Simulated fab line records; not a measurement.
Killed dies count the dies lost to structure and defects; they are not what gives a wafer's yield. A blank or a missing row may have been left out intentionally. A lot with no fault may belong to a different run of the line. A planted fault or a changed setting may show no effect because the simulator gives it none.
Chamber matching | flow berkeley cmos170 | UCB170_M3_STRIP_08 on wet bench-01 has 3 sister chambers
The step strips KrF in DMSO, time 600 s. 14 wafers are shown with their chamber, then 7 later ones without.

WAFERS WITH THEIR CHAMBER
wafer  | chamber | bath guard temp C (C) | bath heat duty pct (%)
L666.3 | 1       | 81.1                  | 17.2
L666.5 | 1       | 81.3                  | 17.6
L666.6 | 1       | 81.5                  | 16.8
L663.2 | 2       | 80.6                  | 14.9
L663.3 | 2       | 80.7                  | 17.4
L663.4 | 2       | 80.3                  | 16.4
L668.2 | 0       | 80.1                  | 20.0
L668.5 | 0       | 79.8                  | 21.2
L668.6 | 0       | 80.1                  | 20.3
L677.1 | 1       | 80.9                  | 17.7
L677.3 | 1       | 81.2                  | 17.6
L677.5 | 1       | 81.3                  | 18.8
L679.3 | 0       | 79.8                  | 19.6
L679.4 | 0       | 80.0                  | 19.8

SIGNATURES (means of the wafers above)
reading            | chamber 0 | chamber 1 | chamber 2 | scatter within a chamber
bath guard temp C  | 79.960    | 81.217    | 80.533    | 0.188
bath heat duty pct | 20.180    | 17.617    | 16.233    | 0.797
Rule: a wafer's distance from a chamber is the root of the sum, over the readings, of the square of ((its reading less the chamber's mean) divided by the reading's scatter). If the next closest chamber is less than 2 further off than the closest, the wafer can't be placed; otherwise it belongs to the closest. The scatter is the square root of a quotient: the sum, over the shown wafers, of each reading's squared deviation from its chamber's mean, divided by wafers minus chambers.

WAFERS WITHOUT THEIR CHAMBER
wafer  | bath guard temp C (C) | bath heat duty pct (%)
L679.5 | 79.8                  | 21.5
L680.1 | 81.4                  | 18.7
L680.4 | 81.3                  | 17.5
L680.5 | 81.3                  | 17.4
L681.1 | 80.8                  | 19.1
L681.2 | 81.0                  | 18.1
L681.4 | 81.3                  | 17.4

CHAMBER TAKEN BY EACH
wafer  | from the rows above          | in truth
L679.5 | 0                            | 0
L680.1 | 1                            | 1
L680.4 | 1                            | 1
L680.5 | 1                            | 1
L681.1 | can't be placed: 1 or 2 or 0 | 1
L681.2 | 1                            | 1
L681.4 | 1                            | 1
Correctly placed: 6 of 7. From these rows, 1 cannot be placed; in 1 the true chamber is one of the candidates. Placed wrongly: 0.
